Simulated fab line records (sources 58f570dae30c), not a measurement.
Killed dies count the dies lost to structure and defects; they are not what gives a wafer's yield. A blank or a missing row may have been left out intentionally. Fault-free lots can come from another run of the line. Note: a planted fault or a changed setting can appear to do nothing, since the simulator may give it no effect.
fab line records ; flow berkeley-cmos170
[record] lots = 15; wafers = 45; last-day = 12
route steps=331 shown SACOX@99 NVT@112 NLDD@165 PSD@184 NSD@196
lots untouched by any fault: they come from a run of this same line in which no faults occurred
start-h: the number of hours between the record's first day and the start of the first shown wafer of the lot ; wait-h: hours from the lot's prior step to this one ; " as in the row above ; L1.1+2: one row covering several wafers at once ; - value missing, or start not given ; * or withheld: withheld ; < > ~ a bound
route shown NAME@n: NAME is a module with steps in the file, n the number in the route of the first one ; usual: the fault-free wafers' mean and standard deviation ; same: alike in all rows ; chamber/n: place in a boat ; sites: per-site readings ; _std_site: standard deviation across them ; _edge_site: outer sites' mean less inner sites' ; radius-mm: for every site, how far away it sits from the centre of the wafer ; mask NAME#n: copy n ; behind: tool/chamber where the wafer was last shaped ; hold: the reason the lot was held/the length of the hold in hours/how it ended ; device: transistor that didn't switch, given as n, p or np ; end of line: the tests these same wafers got at the end of their route ; a step given without rows: its recipe and nothing more ; killed: the dies lost at the first sort to structure and to defects; this is not the yield of the wafer ; map: a wafer's dies, marking killed ones x, the rest . and places with no die _
set.NAME: the setting that was run; set.NAME@STEP: the one run at that earlier step ; model.NAME: the simulator's own value behind a step, which no gauge read
steps of the route over a sample of lots; a table a step, a row a wafer
services: the hour from which a tool's chamber was out of use, counted from the record's first day as start-h (under 0 if before that day), plus the number of hours and why
[[steps]]
[step UCB170_SACOX_THK_MEAS_02]
[recipe] reads = SiO2_of_SACOX_OXIDATION_01
[usual] SACOX_OXIDE_THK = 14.47/0.22
lot.wafer;tool;chamber;start-h;wait-h;SACOX_OXIDE_THK[nm]
L766.2;film-metro-04;-;119.06;0.0;14.32
L766.3;film-metro-04;-;119.06;0.0;13.97
L766.4;film-metro-04;-;119.06;0.0;14.19
L768.1;film-metro-03;-;133.96;0.0;14.54
L768.3;film-metro-03;-;133.96;0.0;14.52
L768.6;film-metro-03;-;133.96;0.0;14.32
L767.2;film-metro-02;-;133.97;0.0;14.07
L767.5;film-metro-02;-;133.97;0.0;14.35
L767.6;film-metro-02;-;133.97;0.0;14.17
L770.2;film-metro-04;-;144.82;0.0;14.36
L770.4;film-metro-04;-;144.82;0.0;14.23
L770.6;film-metro-04;-;144.82;0.0;14.28
L772.1;film-metro-04;-;153.73;0.0;14.50
L772.3;film-metro-04;-;153.73;0.0;14.27
L772.6;film-metro-04;-;153.73;0.0;14.40
L771.1;film-metro-04;-;153.79;0.1;14.59
L771.2;film-metro-04;-;153.79;0.1;14.71
L771.4;film-metro-04;-;153.79;0.1;14.58
L775.1;film-metro-04;-;162.38;0.0;14.47
L775.2;film-metro-04;-;162.38;0.0;14.48
L775.3;film-metro-04;-;162.38;0.0;14.47
L776.1;film-metro-03;-;175.56;0.0;14.33
L776.5;film-metro-03;-;175.56;0.0;14.37
L776.6;film-metro-03;-;175.56;0.0;14.59
L778.2;film-metro-04;-;175.57;0.0;14.55
L778.3;film-metro-04;-;175.57;0.0;14.48
L778.5;film-metro-04;-;175.57;0.0;14.38
L780.1;film-metro-02;-;185.88;0.0;14.61
L780.5;film-metro-02;-;185.88;0.0;14.46
L780.6;film-metro-02;-;185.88;0.0;14.52
L779.3;film-metro-03;-;185.90;0.0;14.58
L779.5;film-metro-03;-;185.90;0.0;14.32
L779.6;film-metro-03;-;185.90;0.0;14.62
L783.1;film-metro-04;-;207.38;0.0;14.36
L783.3;film-metro-04;-;207.38;0.0;14.15
L783.6;film-metro-04;-;207.38;0.0;14.50
L782.2;film-metro-02;-;207.39;0.0;14.35
L782.3;film-metro-02;-;207.39;0.0;14.50
L782.5;film-metro-02;-;207.39;0.0;14.58
L781.3;film-metro-03;-;207.40;0.0;14.83
L781.5;film-metro-03;-;207.40;0.0;14.79
L781.6;film-metro-03;-;207.40;0.0;15.06
L785.3;film-metro-02;-;216.47;0.0;14.61
L785.4;film-metro-02;-;216.47;0.0;14.91
L785.5;film-metro-02;-;216.47;0.0;14.48
[step UCB170_NVT_STRIP_08]
[recipe] chemistry = O2; power-w = 400; pressure-mtorr = 3500; platen-temp-c = withheld; o2-flow-sccm = 400; overash-fraction = 0.5
[usual] chamber-pressure-mTorr = 3501/3.1; drypump-motor-current-A = 5.5/0.44; o2-flow-sccm = 399.8/1; oes-product-au = 0.735/0.0044; strip-time-to-endpoint-s = 21.64/0.056
lot.wafer;tool;chamber;start-h;wait-h;chamber-pressure-mTorr;drypump-motor-current-A;o2-flow-sccm;oes-product-au;rf-hours-counter-h;strip-time-to-endpoint-s
L766.2;plasma-asher-01;0;132.14;0.1;3498;6.0;399.6;0.737;42;21.72
L766.3;plasma-asher-01;1;132.14;0.1;3507;6.0;400.3;0.737;-;21.74
L766.4;plasma-asher-01;0;132.14;0.1;3499;6.0;400.2;0.731;-;21.75
L767.2;plasma-asher-03;1;147.21;0.1;3503;5.6;400.4;0.737;3;21.68
L767.5;plasma-asher-03;1;147.21;0.1;3494;5.6;399.8;0.741;-;21.59
L767.6;plasma-asher-03;0;147.21;0.1;3501;4.8;398.7;0.739;-;21.56
L768.1;plasma-asher-02;1;147.45;0.1;3497;5.1;401.5;0.731;39;21.59
L768.3;plasma-asher-02;1;147.45;0.1;3500;5.1;400.1;0.734;-;21.62
L768.6;plasma-asher-02;0;147.45;0.1;3504;5.6;400.7;0.722;-;21.61
L770.2;plasma-asher-01;1;156.62;0.1;3502;6.0;399.5;0.736;45;21.67
L770.4;plasma-asher-01;0;156.62;0.1;3503;6.0;401.3;0.725;-;21.69
L770.6;plasma-asher-01;1;156.62;0.1;3502;6.0;400.3;0.737;-;21.66
L771.1;plasma-asher-02;1;165.64;0.1;3504;5.1;400.4;0.733;41;21.70
L771.2;plasma-asher-02;0;165.64;0.1;3495;5.6;399.2;0.732;41;21.64
L771.4;plasma-asher-02;0;165.64;0.1;3497;5.6;398.5;0.733;-;21.68
L772.1;plasma-asher-03;1;165.81;0.1;3505;5.6;400.5;0.730;5;21.65
L772.3;plasma-asher-03;0;165.81;0.1;3502;4.8;398.5;0.735;-;21.71
L772.6;plasma-asher-03;1;165.81;0.1;3499;5.6;399.7;0.733;-;21.71
L775.1;plasma-asher-01;0;176.26;0.1;3501;6.0;401.0;0.727;47;21.71
L775.2;plasma-asher-01;1;176.26;0.1;3497;6.0;400.1;0.735;47;21.75
L775.3;plasma-asher-01;0;176.26;0.1;3502;6.0;397.4;0.740;-;21.74
L776.1;plasma-asher-03;1;191.22;0.1;3498;5.6;399.3;0.737;8;21.63
L776.5;plasma-asher-03;1;191.22;0.1;3492;5.6;398.1;0.731;-;21.65
L776.6;plasma-asher-03;0;191.22;0.1;3502;4.8;400.1;0.741;-;21.66
L778.2;plasma-asher-01;1;191.71;0.1;3505;6.0;399.2;0.742;49;21.56
L778.3;plasma-asher-01;0;191.71;0.1;3496;6.0;399.6;0.729;-;21.70
L778.5;plasma-asher-01;0;191.71;0.1;3502;6.0;399.7;0.731;-;21.65
L780.1;plasma-asher-01;1;201.81;0.2;3498;6.0;399.0;0.725;50;21.66
L780.5;plasma-asher-01;0;201.81;0.2;3504;6.0;398.0;0.726;-;21.63
L780.6;plasma-asher-01;1;201.81;0.2;3500;6.0;399.2;0.736;-;21.62
L779.3;plasma-asher-03;0;201.95;0.1;3503;4.8;399.8;0.729;-;21.67
L779.5;plasma-asher-03;1;201.95;0.1;3498;5.6;401.0;0.731;-;21.64
L779.6;plasma-asher-03;0;201.95;0.1;3500;4.8;401.3;0.738;-;21.63
L782.2;plasma-asher-02;1;224.15;0.1;3503;5.1;397.5;0.735;48;21.65
L782.3;plasma-asher-02;0;224.15;0.1;3501;5.6;400.7;0.734;-;21.69
L782.5;plasma-asher-02;0;224.15;0.1;3502;5.6;400.9;0.733;-;21.57
L781.3;plasma-asher-01;1;224.42;0.1;3502;6.0;400.0;0.739;-;21.60
L781.5;plasma-asher-01;0;224.42;0.1;3493;6.0;399.8;0.735;-;21.68
L781.6;plasma-asher-01;1;224.42;0.1;3500;6.0;398.7;0.735;-;21.68
L783.1;plasma-asher-03;0;224.42;0.1;3502;4.8;400.0;0.735;12;21.66
L783.3;plasma-asher-03;0;224.42;0.1;3498;4.8;399.3;0.734;-;21.62
L783.6;plasma-asher-03;0;224.42;0.1;3504;4.8;399.1;0.733;-;21.64
L785.3;plasma-asher-01;0;229.73;0.1;3500;6.0;400.8;0.737;-;21.67
L785.4;plasma-asher-01;1;229.73;0.1;3501;6.0;400.1;0.731;-;21.80
L785.5;plasma-asher-01;0;229.73;0.1;3503;6.0;400.0;0.738;-;21.73
[step UCB170_NLDD_OVL_MEAS_07]
[usual] NLDD_OVL = 0/4.9
lot.wafer;tool;chamber;start-h;wait-h;NLDD_OVL[nm]
L766.2;overlay-02;-;155.59;0.1;2
L766.3;overlay-02;-;155.59;0.1;2
L766.4;overlay-02;-;155.59;0.1;-2
L768.1;overlay-01;-;166.59;0.1;-2
L768.3;overlay-01;-;166.59;0.1;-1
L768.6;overlay-01;-;166.59;0.1;-6
L767.2;overlay-02;-;167.58;0.1;1
L767.5;overlay-02;-;167.58;0.1;-1
L767.6;overlay-02;-;167.58;0.1;-4
L770.2;overlay-02;-;182.96;0.1;-10
L770.4;overlay-02;-;182.96;0.1;-2
L770.6;overlay-02;-;182.96;0.1;-7
L772.1;overlay-02;-;187.39;0.1;-10
L772.3;overlay-02;-;187.39;0.1;-5
L772.6;overlay-02;-;187.39;0.1;-10
L771.1;overlay-02;-;187.94;0.1;-3
L771.2;overlay-02;-;187.94;0.1;-9
L771.4;overlay-02;-;187.94;0.1;-5
L775.1;overlay-02;-;203.83;0.1;8
L775.2;overlay-02;-;203.83;0.1;-4
L775.3;overlay-02;-;203.83;0.1;9
L778.2;overlay-01;-;211.52;0.1;-4
L778.3;overlay-01;-;211.52;0.1;-5
L778.5;overlay-01;-;211.52;0.1;-3
L776.1;overlay-01;-;211.96;0.1;-6
L776.5;overlay-01;-;211.96;0.1;-6
L776.6;overlay-01;-;211.96;0.1;-9
L780.1;overlay-02;-;225.04;0.1;-1
L780.5;overlay-02;-;225.04;0.1;0
L780.6;overlay-02;-;225.04;0.1;2
L779.3;overlay-02;-;225.33;0.1;4
L779.5;overlay-02;-;225.33;0.1;-1
L779.6;overlay-02;-;225.33;0.1;-2
L782.2;overlay-02;-;246.12;0.1;2
L782.3;overlay-02;-;246.12;0.1;-2
L782.5;overlay-02;-;246.12;0.1;1
L783.1;overlay-02;-;247.32;0.1;-2
L783.3;overlay-02;-;247.32;0.1;1
L783.6;overlay-02;-;247.32;0.1;-6
L785.3;overlay-01;-;248.29;0.1;0
L785.4;overlay-01;-;248.29;0.1;-8
L785.5;overlay-01;-;248.29;0.1;0
L781.3;overlay-02;-;248.51;0.1;5
L781.5;overlay-02;-;248.51;0.1;-1
L781.6;overlay-02;-;248.51;0.1;-1
[step UCB170_PSD_STRIP_09]
[recipe] chemistry = O2; power-w = 400; pressure-mtorr = 3500; platen-temp-c = withheld; o2-flow-sccm = 400; overash-fraction = 0.5
[usual] chamber-pressure-mTorr = 3500/3.2; drypump-motor-current-A = 5.7/0.3; o2-flow-sccm = 399.8/1.2; oes-product-au = 0.599/0.0043; strip-time-to-endpoint-s = 29.41/0.09
lot.wafer;tool;chamber;start-h;wait-h;chamber-pressure-mTorr;drypump-motor-current-A;o2-flow-sccm;oes-product-au;rf-hours-counter-h;strip-time-to-endpoint-s
L766.2;plasma-asher-04;0;161.89;0.1;3495;5.6;400.6;0.602;36;29.16
L766.3;plasma-asher-04;1;161.89;0.1;3500;6.0;400.5;0.601;-;29.24
L766.4;plasma-asher-04;0;161.89;0.1;3501;5.6;399.3;0.596;-;29.20
L768.1;plasma-asher-04;1;175.41;0.1;3502;6.0;400.9;0.597;38;29.37
L768.3;plasma-asher-04;0;175.41;0.1;3504;5.6;401.1;0.594;-;29.30
L768.6;plasma-asher-04;1;175.41;0.1;3499;6.0;400.8;0.590;-;29.28
L767.2;plasma-asher-02;0;175.65;0.1;3505;5.6;400.1;0.590;42;29.35
L767.5;plasma-asher-02;0;175.65;0.1;3498;5.6;400.0;0.599;-;29.26
L767.6;plasma-asher-02;1;175.65;0.1;3505;5.1;399.9;0.593;-;29.31
L770.2;plasma-asher-01;1;194.65;0.1;3499;6.0;399.3;0.602;49;29.36
L770.4;plasma-asher-01;1;194.65;0.1;3498;6.0;399.2;0.602;-;29.44
L770.6;plasma-asher-01;1;194.65;0.1;3495;6.0;399.5;0.599;-;29.45
L771.1;plasma-asher-04;1;195.12;0.2;3504;6.0;397.8;0.602;40;29.24
L771.2;plasma-asher-04;0;195.12;0.2;3501;5.6;398.7;0.605;40;29.23
L771.4;plasma-asher-04;0;195.12;0.2;3502;5.6;399.6;0.606;-;29.21
L772.1;plasma-asher-02;0;195.48;0.1;3497;5.6;400.0;0.602;45;29.40
L772.3;plasma-asher-02;1;195.48;0.1;3501;5.1;400.7;0.603;-;29.36
L772.6;plasma-asher-02;1;195.48;0.1;3495;5.1;400.8;0.600;-;29.41
L775.1;plasma-asher-04;1;212.30;0.1;3498;6.0;398.0;0.602;42;29.51
L775.2;plasma-asher-04;0;212.30;0.1;3498;5.6;399.6;0.605;42;29.47
L775.3;plasma-asher-04;0;212.30;0.1;3502;5.6;397.3;0.606;-;29.53
L778.2;plasma-asher-01;1;220.55;0.1;3497;6.0;400.0;0.601;52;29.45
L778.3;plasma-asher-01;0;220.55;0.1;3502;6.0;398.5;0.598;-;29.44
L778.5;plasma-asher-01;0;220.55;0.1;3504;6.0;398.1;0.597;-;29.47
L776.1;plasma-asher-01;0;220.92;0.1;3500;6.0;399.9;0.600;52;29.33
L776.5;plasma-asher-01;0;220.92;0.1;3495;6.0;400.7;0.595;-;29.32
L776.6;plasma-asher-01;1;220.92;0.1;3502;6.0;399.8;0.602;-;29.36
L780.1;plasma-asher-04;0;232.56;0.1;3501;5.6;398.8;0.596;44;29.45
L780.5;plasma-asher-04;0;232.56;0.1;3503;5.6;398.9;0.600;-;29.42
L780.6;plasma-asher-04;1;232.56;0.1;3501;6.0;400.7;0.600;-;29.43
L779.3;plasma-asher-02;1;232.66;0.1;-;-;-;-;-;-
L779.5;plasma-asher-02;1;232.66;0.1;-;-;-;-;-;-
L779.6;plasma-asher-02;0;232.66;0.1;-;-;-;-;-;-
L783.1;plasma-asher-04;0;255.02;0.1;-;-;-;-;-;-
L783.3;plasma-asher-04;0;255.02;0.1;-;-;-;-;-;-
L783.6;plasma-asher-04;0;255.02;0.1;-;-;-;-;-;-
L785.3;plasma-asher-01;1;255.36;0.1;-;-;-;-;-;-
L785.4;plasma-asher-01;0;255.36;0.1;-;-;-;-;-;-
L785.5;plasma-asher-01;1;255.36;0.1;-;-;-;-;-;-
L782.2;plasma-asher-04;0;255.72;0.1;3495;5.7;400.0;0.591;47;29.66
L782.3;plasma-asher-04;1;255.72;0.1;3498;6.0;398.0;0.594;-;29.58
L782.5;plasma-asher-04;1;255.72;0.1;3506;6.0;400.0;0.603;-;29.57
L781.3;plasma-asher-01;0;255.88;0.1;3500;6.0;400.2;0.604;-;29.47
L781.5;plasma-asher-01;1;255.88;0.1;3500;6.0;399.9;0.598;-;29.46
L781.6;plasma-asher-01;0;255.88;0.1;3499;6.0;400.6;0.603;-;29.45
[step UCB170_NSD_STRIP_09]
[recipe] chemistry = O2; power-w = 400; pressure-mtorr = 3500; platen-temp-c = withheld; o2-flow-sccm = 400; overash-fraction = 0.5
[usual] chamber-pressure-mTorr = 3500/3.2; drypump-motor-current-A = 5.4/0.37; o2-flow-sccm = 400.0/1.2; oes-product-au = 0.533/0.0041; strip-time-to-endpoint-s = 35.85/0.063
lot.wafer;tool;chamber;start-h;wait-h;chamber-pressure-mTorr;drypump-motor-current-A;o2-flow-sccm;oes-product-au;rf-hours-counter-h;strip-time-to-endpoint-s
L766.2;plasma-asher-02;0;164.17;0.1;3495;5.5;398.8;0.529;41;35.86
L766.3;plasma-asher-02;0;164.17;0.1;3498;5.6;397.5;0.531;-;35.89
L766.4;plasma-asher-02;1;164.17;0.1;3502;5.1;401.4;0.536;-;35.94
L768.1;plasma-asher-04;1;179.75;0.1;3494;6.0;400.9;0.529;38;35.84
L768.3;plasma-asher-04;0;179.75;0.1;3508;5.7;400.1;0.533;-;35.91
L768.6;plasma-asher-04;1;179.75;0.1;3504;6.0;400.2;0.539;-;35.80
L767.2;plasma-asher-03;1;180.17;0.1;3501;5.6;401.1;0.533;6;35.79
L767.5;plasma-asher-03;0;180.17;0.1;3493;4.8;402.3;0.530;-;35.89
L767.6;plasma-asher-03;1;180.17;0.1;3505;5.6;400.2;0.526;-;35.85
L770.2;plasma-asher-04;0;196.64;0.2;3499;5.6;401.4;0.530;40;35.87
L770.4;plasma-asher-04;0;196.64;0.2;3494;5.7;399.0;0.526;-;35.81
L770.6;plasma-asher-04;1;196.64;0.2;3501;6.0;396.8;0.535;-;35.89
L771.1;plasma-asher-03;1;197.31;0.1;3502;5.6;400.6;0.532;8;35.80
L771.2;plasma-asher-03;0;197.31;0.1;3495;4.8;400.2;0.530;8;35.87
L771.4;plasma-asher-03;1;197.31;0.1;3505;5.7;400.4;0.532;-;35.81
L772.1;plasma-asher-02;1;197.54;0.1;3502;5.1;400.0;0.538;45;35.76
L772.3;plasma-asher-02;1;197.54;0.1;3503;5.1;400.2;0.531;-;35.75
L772.6;plasma-asher-02;1;197.54;0.1;3496;5.1;400.2;0.531;-;35.82
L775.1;plasma-asher-03;1;214.13;0.1;3498;5.6;399.8;0.537;10;35.82
L775.2;plasma-asher-03;0;214.13;0.1;3505;4.8;400.0;0.533;10;35.84
L775.3;plasma-asher-03;1;214.13;0.1;3496;5.6;400.3;0.532;-;35.86
L778.2;plasma-asher-04;0;223.50;0.1;3501;5.6;399.6;0.532;43;35.84
L778.3;plasma-asher-04;1;223.50;0.1;3497;6.0;400.5;0.534;-;35.87
L778.5;plasma-asher-04;1;223.50;0.1;3500;6.0;402.3;0.529;-;35.87
L776.1;plasma-asher-03;1;223.88;0.1;3500;5.6;399.2;0.530;12;35.91
L776.5;plasma-asher-03;0;223.88;0.1;3504;4.8;399.3;0.538;-;35.87
L776.6;plasma-asher-03;1;223.88;0.1;3500;5.6;400.8;0.538;-;35.89
L780.1;plasma-asher-02;0;237.95;0.1;3504;5.6;398.6;0.534;49;35.91
L780.5;plasma-asher-02;1;237.95;0.1;3501;5.1;400.2;0.529;-;35.93
L780.6;plasma-asher-02;0;237.95;0.1;3494;5.5;399.0;0.535;-;35.98
L779.3;plasma-asher-02;1;238.23;0.1;3500;5.1;399.7;0.620;-;62.00
L779.5;plasma-asher-02;1;238.23;0.1;3501;5.1;399.5;0.618;-;62.02
L779.6;plasma-asher-02;0;238.23;0.1;3499;5.6;398.6;0.629;-;62.00
L783.1;plasma-asher-04;0;256.92;0.1;3496;5.6;400.3;0.614;47;62.27
L783.3;plasma-asher-04;0;256.92;0.1;3501;5.6;399.1;0.623;-;62.25
L783.6;plasma-asher-04;0;256.92;0.1;3498;5.6;398.4;0.619;-;62.21
L785.3;plasma-asher-03;1;257.22;0.1;3498;5.7;399.4;0.622;-;62.01
L785.4;plasma-asher-03;0;257.22;0.1;3502;4.8;398.8;0.611;-;61.94
L785.5;plasma-asher-03;1;257.22;0.1;3495;5.6;400.8;0.614;-;62.08
L782.2;plasma-asher-04;0;257.75;0.1;3501;5.6;400.4;0.538;47;35.91
L782.3;plasma-asher-04;1;257.75;0.1;3500;6.0;402.1;0.535;-;35.89
L782.5;plasma-asher-04;0;257.75;0.1;3497;5.6;398.7;0.526;-;35.86
L781.3;plasma-asher-03;1;258.02;0.1;3500;5.6;397.8;0.534;-;35.95
L781.5;plasma-asher-03;0;258.02;0.1;3496;4.8;398.3;0.526;-;35.93
L781.6;plasma-asher-03;1;258.02;0.1;3504;5.6;400.5;0.530;-;35.99
[step UCB170_NSD_TW_MEAS_10]
[usual] NSD_TW = 4179/30
lot.wafer;tool;chamber;start-h;wait-h;NSD_TW
L766.2;film-metro-01;-;164.28;0.1;4149
L766.3;film-metro-01;-;164.28;0.1;4153
L766.4;film-metro-01;-;164.28;0.1;4124
L768.1;film-metro-01;-;179.85;0.1;4190
L768.3;film-metro-01;-;179.85;0.1;4200
L768.6;film-metro-01;-;179.85;0.1;4187
L767.2;film-metro-01;-;180.28;0.1;4182
L767.5;film-metro-01;-;180.28;0.1;4162
L767.6;film-metro-01;-;180.28;0.1;4197
L770.2;film-metro-02;-;196.75;0.1;4192
L770.4;film-metro-02;-;196.75;0.1;4196
L770.6;film-metro-02;-;196.75;0.1;4185
L771.1;film-metro-01;-;197.41;0.1;4157
L771.2;film-metro-01;-;197.41;0.1;4187
L771.4;film-metro-01;-;197.41;0.1;4166
L772.1;film-metro-02;-;197.64;0.1;4173
L772.3;film-metro-02;-;197.64;0.1;4189
L772.6;film-metro-02;-;197.64;0.1;4148
L775.1;film-metro-03;-;214.23;0.1;4219
L775.2;film-metro-03;-;214.23;0.1;4233
L775.3;film-metro-03;-;214.23;0.1;4219
L778.2;film-metro-03;-;223.61;0.1;4240
L778.3;film-metro-03;-;223.61;0.1;4233
L778.5;film-metro-03;-;223.61;0.1;4229
L776.1;film-metro-01;-;223.98;0.1;4148
L776.5;film-metro-01;-;223.98;0.1;4160
L776.6;film-metro-01;-;223.98;0.1;4164
L780.1;film-metro-02;-;238.05;0.1;4165
L780.5;film-metro-02;-;238.05;0.1;4158
L780.6;film-metro-02;-;238.05;0.1;4158
L779.3;film-metro-02;-;238.31;0.1;30
L779.5;film-metro-02;-;238.31;0.1;30
L779.6;film-metro-02;-;238.31;0.1;30
L783.1;film-metro-01;-;257.02;0.1;30
L783.3;film-metro-01;-;257.02;0.1;30
L783.6;film-metro-01;-;257.02;0.1;30
L785.3;film-metro-02;-;257.31;0.1;30
L785.4;film-metro-02;-;257.31;0.1;30
L785.5;film-metro-02;-;257.31;0.1;30
L782.2;film-metro-02;-;257.86;0.1;4147
L782.3;film-metro-02;-;257.86;0.1;4164
L782.5;film-metro-02;-;257.86;0.1;4152
L781.3;film-metro-01;-;258.11;0.1;4160
L781.5;film-metro-01;-;258.11;0.1;4119
L781.6;film-metro-01;-;258.11;0.1;4156
[[services]]
tool;chamber;start-h;hours;kind
plasma-asher-03;-;108.81;9.0;pm
plasma-asher-03;0;108.81;9.0;vent-cycle
plasma-asher-03;1;108.81;9.0;vent-cycle
plasma-asher-03;0;117.81;-;clean
plasma-asher-03;1;117.81;-;clean
plasma-asher-03;-;152.87;0.6;repair
plasma-asher-03;-;233.96;5.4;repair
plasma-asher-04;-;238.41;0.7;repair
[[key]]
[first-sign] step = UCB170_PSD_STRIP_09; reading = tool-record; direction = missing
[effect] step = UCB170_NSD_STRIP_09; reading = strip-time-to-endpoint-s; direction = up; sigmas = 99+; usual = *; struck = *
[effect] step = UCB170_NSD_TW_MEAS_10; reading = NSD_TW; direction = down; sigmas = 99+; usual = 4179; struck = 30
met-at UCB170_PSD_STRIP_09
struck-lots L779,L783,L785
sort-left-out L779.3,L779.5,L779.6,L783.1,L783.3,L783.6,L785.3,L785.4,L785.5
tester-left-out L779,L783,L785
not-acting-at UCB170_SACOX_THK_MEAS_02,UCB170_NVT_STRIP_08,UCB170_NLDD_OVL_MEAS_07
onset-between 232.56 232.66
[fault] kind = skipped-step-whole; tool = plasma-asher-01,plasma-asher-02,plasma-asher-04; chamber = -; onset-h = 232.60; steps = UCB170_PSD_STRIP_09; scope = struck-lots-only
// tester-left-out: of these lots the tester's yield and bins aren't shown, on N5 and GAA mostly nor the transistor test; their killed dies are dies lost to structure and defects alone, not to doping, threshold or leakage, so they don't give the yield
// sort-left-out: the simulated sort isn't trusted on such a fault, so these wafers' sort isn't shown, and their yield isn't known
